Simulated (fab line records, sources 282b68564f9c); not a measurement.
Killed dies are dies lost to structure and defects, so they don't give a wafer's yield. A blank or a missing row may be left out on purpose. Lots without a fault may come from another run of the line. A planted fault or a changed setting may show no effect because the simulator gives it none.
fab line records | flow rit_cmos
record lots=14 wafers=42 last_day=7
route steps=202 shown NRETRO@61 NSD@137 CONTACT@181 M1@202
lots that met no fault: from a run of the same line without faults
start_h: hours from the record's first day to the start of the lot's first wafer shown | wait_h: hours since the lot's step before | " the same as in the row above | L1.1+2: a row that stands for several wafers | - no value, or no start given | * or withheld: withheld | < > ~ a bound
route shown NAME@n: a module of which the file shows steps, and the number in the route of the first | usual: mean/standard deviation of fault-free wafers | same: alike in all rows | chamber/n: place in a boat | sites: the reading at each site | _std_site: their standard deviation | _edge_site: outer sites' mean less inner sites' | radius_mm: how far each site lies from the wafer's centre | mask NAME#n: copy n | behind: the tool/chamber that last shaped the wafer | hold: why the lot was held/for how many hours/how that ended | device: the transistor (n, p or np) that didn't switch | end of line: the same wafers' tests at the end of the route | a step without rows: its recipe alone | killed: dies lost to structure and defects at the first sort, not the wafer's yield | map: a wafer's dies, x killed, . not, _ none there
set.NAME: the setting as run; set.NAME@STEP: as run at that earlier step | model.NAME: the simulator's own value behind a step, which no gauge read
steps of the route over a sample of lots; a table a step, a row a wafer
services: from which hour (start_h, from the record's first day; less than 0 if before it) a tool's chamber was out of use, for how many hours, and why
## steps
# step RIT_NRETRO_IMPLANT_08
# recipe species=P energy_kev=70 dose_cm2=1e+13 tilt_deg=7
# usual dose_ions_cm2=1.0001e+13/1.1e+10 faraday_current_uA=31.8/0.58
# columns lot.wafer tool chamber start_h wait_h dose_ions_cm2 faraday_current_uA
L382.2 implanter-02 0 29.11 0.2 9.992e+12 31.7
L382.3 " 0 " " 1.0011e+13 31.0
L382.5 " 0 " " 1.0021e+13 30.7
L383.3 implanter-03 0 35.32 0.2 9.997e+12 32.1
L383.5 " 0 " " 1.0009e+13 31.9
L383.6 " 0 " " 1.0018e+13 32.6
L384.1 implanter-03 0 39.94 0.2 1.0028e+13 31.7
L384.4 " 0 " " 1.0021e+13 31.7
L384.6 " 0 " " 1.0003e+13 32.4
L387.1 implanter-01 0 54.15 0.2 9.997e+12 31.3
L387.2 " 0 " " 1.002e+13 31.5
L387.4 " 0 " " 1.0013e+13 31.1
L388.1 implanter-01 0 59.62 0.2 1.0012e+13 31.7
L388.2 " 0 " " 1.0006e+13 31.4
L388.3 " 0 " " 1.0004e+13 31.1
L389.1 implanter-01 0 64.11 0.2 9.977e+12 31.3
L389.2 " 0 " " 9.99e+12 31.9
L389.4 " 0 " " 9.988e+12 32.2
L390.2 implanter-01 0 69.78 0.2 9.992e+12 31.5
L390.4 " 0 " " 9.98e+12 31.7
L390.6 " 0 " " 9.991e+12 31.9
L392.1 implanter-02 0 80.33 0.2 1.0001e+13 32.4
L392.3 " 0 " " 1.0004e+13 32.6
L392.5 " 0 " " 1.0022e+13 31.1
L393.1 implanter-02 0 84.87 0.2 1.0014e+13 32.5
L393.5 " 0 " " 1.0004e+13 33.2
L393.6 " 0 " " 1.0018e+13 31.1
L394.2 implanter-02 0 89.42 0.2 5.5e+12 17.1
L394.4 " 0 " " 5.496e+12 17.9
L394.5 " 0 " " 5.493e+12 17.7
L395.1 implanter-02 0 94.68 0.2 5.484e+12 18.2
L395.5 " 0 " " 5.482e+12 17.7
L395.6 " 0 " " 5.487e+12 17.7
L402.1 implanter-03 0 129.40 0.2 1.0006e+13 32.3
L402.2 " 0 " " 9.99e+12 33.3
L402.6 " 0 " " 1.0001e+13 32.2
L403.1 implanter-03 0 135.55 0.2 9.994e+12 31.8
L403.3 " 0 " " 1.0006e+13 32.1
L403.6 " 0 " " 1.0005e+13 31.7
L405.3 implanter-01 0 145.80 0.2 9.981e+12 31.6
L405.4 " 0 " " 1.0007e+13 31.7
L405.6 " 0 " " 9.999e+12 31.7
# step RIT_NRETRO_STRIP_09
# recipe chemistry=O2 time_s=180 resist=NOVOLAK platen_temp_c=withheld power_w=500 pressure_mtorr=4000 o2_flow_sccm=4000
# usual drypump_motor_current_A=5.5/0.54 o2_flow_sccm=4000/12 rf_refl_power_W=5.6/0.78
# columns lot.wafer tool chamber start_h wait_h drypump_motor_current_A o2_flow_sccm rf_hours_counter_h rf_refl_power_W
L382.2 plasma_asher-02 1 29.24 0.1 4.9 4004 25 5.0
L382.3 " 1 " " 4.9 3997 - 5.3
L382.5 " 0 " " 5.1 4019 - 5.8
L383.3 plasma_asher-01 1 35.48 0.1 5.2 4004 - 5.5
L383.5 " 1 " " 5.2 4002 - 5.0
L383.6 " 0 " " 6.4 3972 - 6.3
L384.1 plasma_asher-02 1 40.09 0.1 4.9 4014 26 5.6
L384.4 " 0 " " 5.1 3981 - 5.4
L384.6 " 0 " " 5.1 3998 - 5.6
L387.1 plasma_asher-01 0 54.30 0.1 6.4 4018 42 6.5
L387.2 " 1 " " 5.2 3984 42 5.2
L387.4 " 0 " " 6.4 4001 - 6.3
L388.1 plasma_asher-03 0 59.77 0.1 5.8 3984 43 6.6
L388.2 " 1 " " 6.1 4008 43 4.6
L388.3 " 1 " " 6.1 4033 - 4.7
L389.1 plasma_asher-01 0 64.26 0.1 6.4 4003 43 6.3
L389.2 " 1 " " 5.2 4008 43 4.9
L389.4 " 1 " " 5.2 4004 - 5.2
L390.2 plasma_asher-03 1 69.90 0.1 6.0 3994 44 4.6
L390.4 " 1 " " 6.1 3994 - 4.8
L390.6 " 1 " " 6.1 3994 - 4.9
L392.1 plasma_asher-02 0 80.48 0.1 5.1 4008 30 5.7
L392.3 " 1 " " 4.9 4014 - 5.0
L392.5 " 1 " " 4.9 4024 - 5.2
L393.1 plasma_asher-01 1 85.02 0.1 5.2 4015 45 5.1
L393.5 " 1 " " 5.2 4018 - 5.3
L393.6 " 0 " " 6.4 4010 - 6.3
L394.2 plasma_asher-01 0 89.54 0.1 6.4 3992 45 6.3
L394.4 " 0 " " 6.4 3988 - 6.5
L394.5 " 0 " " 6.4 4012 - 6.3
L395.1 plasma_asher-01 0 94.83 0.1 6.4 4002 46 6.2
L395.5 " 0 " " 6.4 3991 - 6.6
L395.6 " 1 " " 5.2 3999 - 5.4
L402.1 plasma_asher-02 0 129.55 0.1 5.1 4010 35 5.5
L402.2 " 1 " " 4.9 3978 35 5.4
L402.6 " 1 " " 4.9 3989 - 5.3
L403.1 plasma_asher-02 1 135.70 0.1 4.9 4012 35 5.2
L403.3 " 0 " " 5.1 3999 - 5.4
L403.6 " 1 " " 4.9 3991 - 5.4
L405.3 plasma_asher-03 1 145.96 0.1 6.1 4006 - 4.8
L405.4 " 0 " " 5.8 4011 - 6.8
L405.6 " 1 " " 6.1 4020 - 4.5
# step RIT_NRETRO_TW_MEAS_10
# usual NRETRO_TW=1055/7.4
# columns lot.wafer tool chamber start_h wait_h NRETRO_TW
L382.2 film_metro-02 - 29.42 0.1 1052
L382.3 " - " " 1047
L382.5 " - " " 1046
L383.3 film_metro-03 - 35.61 0.1 1062
L383.5 " - " " 1063
L383.6 " - " " 1062
L384.1 film_metro-04 - 40.26 0.1 1057
L384.4 " - " " 1055
L384.6 " - " " 1064
L387.1 film_metro-04 - 54.47 0.1 1057
L387.2 " - " " 1059
L387.4 " - " " 1054
L388.1 film_metro-03 - 59.95 0.1 1072
L388.2 " - " " 1065
L388.3 " - " " 1069
L389.1 film_metro-04 - 64.44 0.1 1049
L389.2 " - " " 1052
L389.4 " - " " 1058
L390.2 film_metro-03 - 70.09 0.1 1067
L390.4 " - " " 1066
L390.6 " - " " 1071
L392.1 film_metro-02 - 80.66 0.1 1054
L392.3 " - " " 1053
L392.5 " - " " 1053
L393.1 film_metro-02 - 85.20 0.1 1051
L393.5 " - " " 1049
L393.6 " - " " 1057
L394.2 film_metro-02 - 89.73 0.1 869
L394.4 " - " " 869
L394.5 " - " " 865
L395.1 film_metro-02 - 95.00 0.1 867
L395.5 " - " " 872
L395.6 " - " " 873
L402.1 film_metro-02 - 129.72 0.1 1054
L402.2 " - " " 1053
L402.6 " - " " 1048
L403.1 film_metro-04 - 135.87 0.1 1064
L403.3 " - " " 1061
L403.6 " - " " 1059
L405.3 film_metro-03 - 146.10 0.1 1064
L405.4 " - " " 1063
L405.6 " - " " 1064
# step RIT_NSD_OVL_MEAS_06
# usual NSD_OVL=-0.7/1.6
# columns lot.wafer tool chamber start_h wait_h NSD_OVL[nm]
L382.2 overlay-01 - 47.03 - -3.4
L382.3 " - " " -2.7
L382.5 " - " " -2.4
L383.3 overlay-02 - 52.81 - 3.3
L383.5 " - " " 0.3
L383.6 " - " " 0.6
L384.1 overlay-02 - 56.63 - 1.6
L384.4 " - " " 0.4
L384.6 " - " " 0.4
L387.1 overlay-02 - 72.46 - -2.9
L387.2 " - " " -2.8
L387.4 " - " " -2.3
L388.1 overlay-01 - 78.15 - -2.0
L388.2 " - " " -3.8
L388.3 " - " " -3.1
L389.1 overlay-02 - 81.63 - -1.5
L389.2 " - " " -0.6
L389.4 " - " " -1.0
L390.2 overlay-02 - 86.43 - 0.1
L390.4 " - " " 1.7
L390.6 " - " " 0.6
L392.1 overlay-02 - 97.72 - 3.5
L392.3 " - " " 3.7
L392.5 " - " " 2.3
L393.1 overlay-02 - 101.64 - -0.5
L393.5 " - " " -0.3
L393.6 " - " " -1.1
L394.2 overlay-02 - 106.59 - 0.6
L394.4 " - " " 1.0
L394.5 " - " " 1.1
L395.1 overlay-01 - 113.03 - -3.5
L395.5 " - " " -2.8
L395.6 " - " " -1.4
L402.1 overlay-01 - 146.77 - 0.1
L402.2 " - " " -0.6
L402.6 " - " " -0.7
L403.1 overlay-02 - 152.48 - -0.6
L403.3 " - " " 0.4
L403.6 " - " " -0.5
L405.3 overlay-01 - 166.82 - -2.5
L405.4 " - " " -3.0
L405.6 " - " " -2.4
# step RIT_CONTACT_CD_MEAS_90
# recipe target_cd_nm=1000
# usual cd_nm=999.2/2.2
# columns lot.wafer tool chamber start_h wait_h cd_nm
L382.2 cd_sem-02 - 52.21 0.1 999.0
L382.3 " - " " 999.3
L382.5 " - " " 1000.3
L383.3 cd_sem-01 - 58.02 0.1 999.0
L383.5 " - " " 997.1
L383.6 " - " " 997.4
L384.1 cd_sem-01 - 62.04 0.1 999.6
L384.4 " - " " 998.4
L384.6 " - " " 998.6
L387.1 cd_sem-01 - 77.80 0.1 1001.3
L387.2 " - " " 999.9
L387.4 " - " " 999.9
L388.1 cd_sem-01 - 83.58 0.1 996.9
L388.2 " - " " 997.0
L388.3 " - " " 995.5
L389.1 cd_sem-01 - 86.91 0.1 1001.0
L389.2 " - " " 1001.5
L389.4 " - " " 1001.6
L390.2 cd_sem-02 - 91.87 0.1 999.6
L390.4 " - " " 997.1
L390.6 " - " " 1000.0
L392.1 cd_sem-02 - 103.01 0.1 1000.7
L392.3 " - " " 1002.6
L392.5 " - " " 1000.7
L393.1 cd_sem-01 - 106.98 0.1 1000.2
L393.5 " - " " 999.6
L393.6 " - " " 997.8
L394.2 cd_sem-01 - 112.01 0.1 1001.7
L394.4 " - " " 1001.7
L394.5 " - " " 1002.8
L395.1 cd_sem-01 - 118.33 0.1 995.6
L395.5 " - " " 996.5
L395.6 " - " " 995.8
L402.1 cd_sem-01 - 152.19 0.1 999.8
L402.2 " - " " 1000.6
L402.6 " - " " 1000.5
L403.1 cd_sem-02 - 157.77 0.1 998.1
L403.3 " - " " 999.7
L403.6 " - " " 999.8
L405.3 cd_sem-02 - 172.14 0.1 999.5
L405.4 " - " " 999.3
L405.6 " - " " 1001.4
# step RIT_M1_PROBE_99
# usual killed_at_contacts=0.1/0.29 killed_at_front_end=7/3 killed_dies=7/3 killed_on_rim=1.7/1.3 killed_open=3.5/2 killed_short=3.4/2
# same gross_dies=264 killed_at_M0_to_M3=0 killed_at_M4_up=0 killed_at_back_side=0 killed_at_other=0
# columns lot.wafer tool chamber start_h wait_h killed_at_contacts killed_at_front_end killed_dies killed_on_rim killed_open killed_short
L382.2 prober-01 - 56.76 0.1 0 6 6 1 2 4
L382.3 prober-01 - 56.81 0.2 0 9 9 3 3 6
L382.5 prober-01 - 56.91 0.2 0 9 9 3 4 5
L383.3 prober-02 - 62.58 0.2 0 3 3 0 1 2
L383.5 prober-02 - 62.68 0.2 0 3 3 0 1 2
L383.6 prober-02 - 62.73 0.2 0 3 3 0 1 2
L384.1 prober-01 - 66.53 0.1 0 4 4 0 3 1
L384.4 prober-01 - 66.68 0.2 0 12 12 3 5 7
L384.6 prober-01 - 66.78 0.2 0 7 7 1 2 5
L387.1 prober-02 - 82.51 0.1 1 9 10 3 4 6
L387.2 prober-02 - 82.56 0.1 0 3 3 1 2 1
L387.4 prober-02 - 82.66 0.2 0 7 7 4 2 5
L388.1 prober-01 - 88.80 0.1 1 6 7 0 3 4
L388.2 prober-01 - 88.85 0.1 0 10 10 4 4 6
L388.3 prober-01 - 88.90 0.2 0 7 7 0 2 5
L389.1 prober-02 - 91.39 0.1 0 12 12 5 9 3
L389.2 prober-02 - 91.44 0.1 0 5 5 0 2 3
L389.4 prober-02 - 91.54 0.2 0 10 10 3 4 6
L390.2 prober-01 - 96.38 0.1 0 4 4 1 1 3
L390.4 prober-01 - 96.48 0.2 0 11 11 4 3 8
L390.6 prober-01 - 96.58 0.2 0 6 6 0 5 1
L392.1 prober-01 - 107.67 0.1 0 8 8 1 5 3
L392.3 prober-01 - 107.77 0.2 0 5 5 1 2 3
L392.5 prober-01 - 107.87 0.2 0 10 10 4 4 6
L393.1 prober-02 - 111.62 0.1 0 5 5 2 2 3
L393.5 prober-02 - 111.82 0.2 0 8 8 1 2 6
L393.6 prober-02 - 111.87 0.2 0 4 4 1 1 3
L394.2 prober-01 - 116.68 0.1 0 9 9 3 3 6
L394.4 prober-01 - 116.78 0.2 1 4 5 3 2 3
L394.5 prober-01 - 116.83 0.2 0 9 9 5 6 3
L395.1 prober-02 - 122.97 0.1 0 16 16 4 6 10
L395.5 prober-02 - 123.17 0.2 1 6 7 1 3 4
L395.6 prober-02 - 123.22 0.2 0 6 6 1 3 3
L402.1 prober-01 - 156.88 0.1 0 5 5 2 4 1
L402.2 prober-01 - 156.93 0.1 0 4 4 2 2 2
L402.6 prober-01 - 157.13 0.2 0 12 12 4 4 8
L403.1 prober-02 - 163.42 0.1 1 7 8 0 3 5
L403.3 prober-02 - 163.52 0.2 0 5 5 2 1 4
L403.6 prober-02 - 163.67 0.2 0 4 4 2 1 3
L405.3 prober-01 - 177.16 0.2 0 10 10 4 4 6
L405.4 prober-01 - 177.21 0.2 0 6 6 1 5 1
L405.6 prober-01 - 177.31 0.2 0 9 9 2 5 4
# killed by level:class
L382.2 SILICIDE:geometric_particle:short=2 FOX2:geometric_particle:open=1 REOX:geometric_particle:short=1 SPACER:geometric_particle:short=1 SPACER:geometric_particle:open=1
L382.3 REOX:geometric_particle:short=3 FOX2:geometric_particle:short=1 GATE:geometric_particle:open=1 GATE:geometric_particle:short=1 REOX:geometric_particle:open=1 SPACER:geometric_particle:short=1 SILICIDE:geometric_particle:open=1
L382.5 GATE:geometric_particle:open=3 GATE:geometric_particle:short=2 SPACER:geometric_particle:short=2 FOX1:geometric_particle:short=1 FOX1:geometric_particle:open=1
L383.3 GATE:geometric_particle:short=1 REOX:geometric_particle:short=1 SILICIDE:geometric_particle:open=1
L383.5 FOX1:geometric_particle:short=1 GATE:geometric_particle:open=1 REOX:geometric_particle:short=1
L383.6 REOX:geometric_particle:open=1 REOX:geometric_particle:short=1 SILICIDE:geometric_particle:short=1
L384.1 FOX1:geometric_particle:short=1 FOX1:geometric_particle:open=1 GATE:geometric_particle:open=1 SPACER:geometric_particle:open=1
L384.4 SPACER:geometric_particle:short=3 FOX1:geometric_particle:open=2 GATE:geometric_particle:short=2 FOX1:geometric_particle:short=1 GATE:geometric_particle:open=1 SPACER:geometric_particle:open=1 SILICIDE:geometric_particle:short=1 SILICIDE:geometric_particle:open=1
L384.6 GATE:geometric_particle:short=3 GATE:geometric_particle:open=1 REOX:geometric_particle:short=1 REOX:geometric_particle:open=1 SILICIDE:geometric_particle:short=1
L387.1 GATE:geometric_particle:short=2 GATE:geometric_particle:open=2 SPACER:geometric_particle:short=2 FOX1:geometric_particle:open=1 FOX1:geometric_particle:short=1 REOX:geometric_particle:open=1 CONTACT:geometric_particle:short=1
L387.2 FOX2:geometric_particle:open=1 GATE:geometric_particle:open=1 SPACER:geometric_particle:short=1
L387.4 GATE:geometric_particle:short=4 GATE:geometric_particle:open=2 SPACER:geometric_particle:short=1
L388.1 FOX2:geometric_particle:short=1 FOX2:geometric_particle:open=1 GATE:geometric_particle:short=1 REOX:geometric_particle:open=1 SILICIDE:geometric_particle:short=1 SILICIDE:geometric_particle:open=1 CONTACT:geometric_particle:short=1
L388.2 SILICIDE:geometric_particle:short=3 GATE:geometric_particle:short=2 GATE:geometric_particle:open=2 FOX1:geometric_particle:open=1 SPACER:geometric_particle:short=1 SILICIDE:geometric_particle:open=1
L388.3 GATE:geometric_particle:short=2 FOX2:geometric_particle:short=1 GATE:geometric_particle:open=1 REOX:geometric_particle:short=1 SPACER:geometric_particle:open=1 SILICIDE:geometric_particle:short=1
L389.1 GATE:geometric_particle:open=4 SILICIDE:geometric_particle:open=3 GATE:geometric_particle:short=2 REOX:geometric_particle:open=1 SPACER:geometric_particle:open=1 SILICIDE:geometric_particle:short=1
L389.2 GATE:geometric_particle:short=2 FOX2:geometric_particle:open=1 GATE:geometric_particle:open=1 SILICIDE:geometric_particle:short=1
L389.4 SILICIDE:geometric_particle:short=3 FOX1:geometric_particle:short=2 SPACER:geometric_particle:open=2 FOX1:geometric_particle:open=1 REOX:geometric_particle:open=1 SPACER:geometric_particle:short=1
L390.2 GATE:geometric_particle:short=2 FOX2:geometric_particle:short=1 GATE:geometric_particle:open=1
L390.4 GATE:geometric_particle:short=4 FOX1:geometric_particle:short=2 FOX2:geometric_particle:short=1 GATE:geometric_particle:open=1 SPACER:geometric_particle:open=1 SPACER:geometric_particle:short=1 SILICIDE:geometric_particle:open=1
L390.6 GATE:geometric_particle:open=3 REOX:geometric_particle:open=1 SPACER:geometric_particle:open=1 SPACER:geometric_particle:short=1
L392.1 GATE:geometric_particle:open=2 SPACER:geometric_particle:short=2 FOX1:geometric_particle:open=1 GATE:geometric_particle:short=1 REOX:geometric_particle:open=1 SPACER:geometric_particle:open=1
L392.3 FOX1:geometric_particle:short=1 FOX1:geometric_particle:open=1 GATE:geometric_particle:short=1 SILICIDE:geometric_particle:short=1 SILICIDE:geometric_particle:open=1
L392.5 GATE:geometric_particle:short=3 GATE:geometric_particle:open=2 SILICIDE:geometric_particle:short=2 FOX1:geometric_particle:open=1 SPACER:geometric_particle:short=1 SPACER:geometric_particle:open=1
L393.1 FOX1:geometric_particle:open=1 FOX2:geometric_particle:short=1 GATE:geometric_particle:short=1 GATE:geometric_particle:open=1 SILICIDE:geometric_particle:short=1
L393.5 GATE:geometric_particle:short=3 SILICIDE:geometric_particle:short=2 FOX1:geometric_particle:short=1 GATE:geometric_particle:open=1 SPACER:geometric_particle:open=1
L393.6 GATE:geometric_particle:short=3 GATE:geometric_particle:open=1
L394.2 GATE:geometric_particle:short=4 SILICIDE:geometric_particle:short=2 FOX1:geometric_particle:open=1 GATE:geometric_particle:open=1 SPACER:geometric_particle:open=1
L394.4 SILICIDE:geometric_particle:short=2 GATE:geometric_particle:open=1 SILICIDE:geometric_particle:open=1 CONTACT:geometric_particle:short=1
L394.5 GATE:geometric_particle:open=2 SILICIDE:geometric_particle:open=2 FOX1:geometric_particle:open=1 FOX2:geometric_particle:short=1 REOX:geometric_particle:open=1 REOX:geometric_particle:short=1 SILICIDE:geometric_particle:short=1
L395.1 GATE:geometric_particle:short=7 GATE:geometric_particle:open=3 REOX:geometric_particle:short=2 SPACER:geometric_particle:open=2 FOX2:geometric_particle:short=1 REOX:geometric_particle:open=1
L395.5 REOX:geometric_particle:short=2 FOX2:geometric_particle:short=1 GATE:geometric_particle:open=1 REOX:geometric_particle:open=1 SILICIDE:geometric_particle:open=1 CONTACT:geometric_particle:short=1
L395.6 REOX:geometric_particle:short=2 SPACER:geometric_particle:open=2 GATE:geometric_particle:short=1 GATE:geometric_particle:open=1
L402.1 REOX:geometric_particle:open=3 GATE:geometric_particle:short=1 SPACER:geometric_particle:open=1
L402.2 GATE:geometric_particle:short=2 GATE:geometric_particle:open=1 SPACER:geometric_particle:open=1
L402.6 REOX:geometric_particle:short=4 GATE:geometric_particle:short=2 REOX:geometric_particle:open=2 GATE:geometric_particle:open=1 SPACER:geometric_particle:short=1 SILICIDE:geometric_particle:open=1 SILICIDE:geometric_particle:short=1
L403.1 GATE:geometric_particle:short=3 FOX2:geometric_particle:open=1 GATE:geometric_particle:open=1 REOX:geometric_particle:short=1 SPACER:geometric_particle:open=1 CONTACT:geometric_particle:short=1
L403.3 FOX2:geometric_particle:short=2 GATE:geometric_particle:open=1 REOX:geometric_particle:short=1 SPACER:geometric_particle:short=1
L403.6 REOX:geometric_particle:short=2 SPACER:geometric_particle:open=1 SPACER:geometric_particle:short=1
L405.3 FOX1:geometric_particle:short=3 FOX2:geometric_particle:open=2 FOX1:geometric_particle:open=1 FOX2:geometric_particle:short=1 REOX:geometric_particle:open=1 SPACER:geometric_particle:short=1 SILICIDE:geometric_particle:short=1
L405.4 FOX2:geometric_particle:open=2 FOX1:geometric_particle:short=1 FOX1:geometric_particle:open=1 SPACER:geometric_particle:open=1 SILICIDE:geometric_particle:open=1
L405.6 SILICIDE:geometric_particle:open=3 FOX1:geometric_particle:short=1 FOX1:geometric_particle:open=1 FOX2:geometric_particle:open=1 FOX2:geometric_particle:short=1 GATE:geometric_particle:short=1 SPACER:geometric_particle:short=1
## services
# columns tool chamber start_h hours kind
implanter-03 - 10.71 1.0 repair
implanter-02 - 17.30 0.5 repair
implanter-03 - 53.75 17.6 repair
implanter-02 - 58.08 7.7 repair
implanter-01 - 77.66 3.2 repair
implanter-01 - 92.37 6.4 repair
plasma_asher-02 - 106.27 1.4 repair
plasma_asher-01 - 108.75 9.0 pm
plasma_asher-01 0 108.75 9.0 vent_cycle
plasma_asher-01 1 108.75 9.0 vent_cycle
plasma_asher-01 0 117.75 - clean
plasma_asher-01 1 117.75 - clean
implanter-01 - 132.05 5.8 repair
implanter-01 - 137.83 3.9 pm
## key
first_sign step=RIT_NRETRO_IMPLANT_08 reading=dose_ions_cm2 direction=down sigmas=99+ usual=1.0001e+13 struck=5.49e+12
effect step=RIT_NRETRO_IMPLANT_08 reading=faraday_current_uA direction=down sigmas=24 usual=31.8 struck=17.7
effect step=RIT_NRETRO_TW_MEAS_10 reading=NRETRO_TW direction=down sigmas=25 usual=1055 struck=869
met_at RIT_NRETRO_IMPLANT_08
struck_lots L394,L395
tester_left_out L394,L395
not_acting_at RIT_NRETRO_STRIP_09,RIT_NSD_OVL_MEAS_06,RIT_CONTACT_CD_MEAS_90
onset_between 84.87 89.42
fault kind=process_parameter_drift tool=implanter-02 chamber=- onset_h=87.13 steps=RIT_NRETRO_IMPLANT_08 channel=dose_cm2 offset=-4.5e+12 shape=step end_h=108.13 acts_in=these_recipes_only stated=1e+13
# tester_left_out: of these lots the tester's yield and bins aren't shown, on N5 and GAA mostly nor the transistor test; their killed dies are dies lost to structure and defects alone, not to doping, threshold or leakage, so they don't give the yield
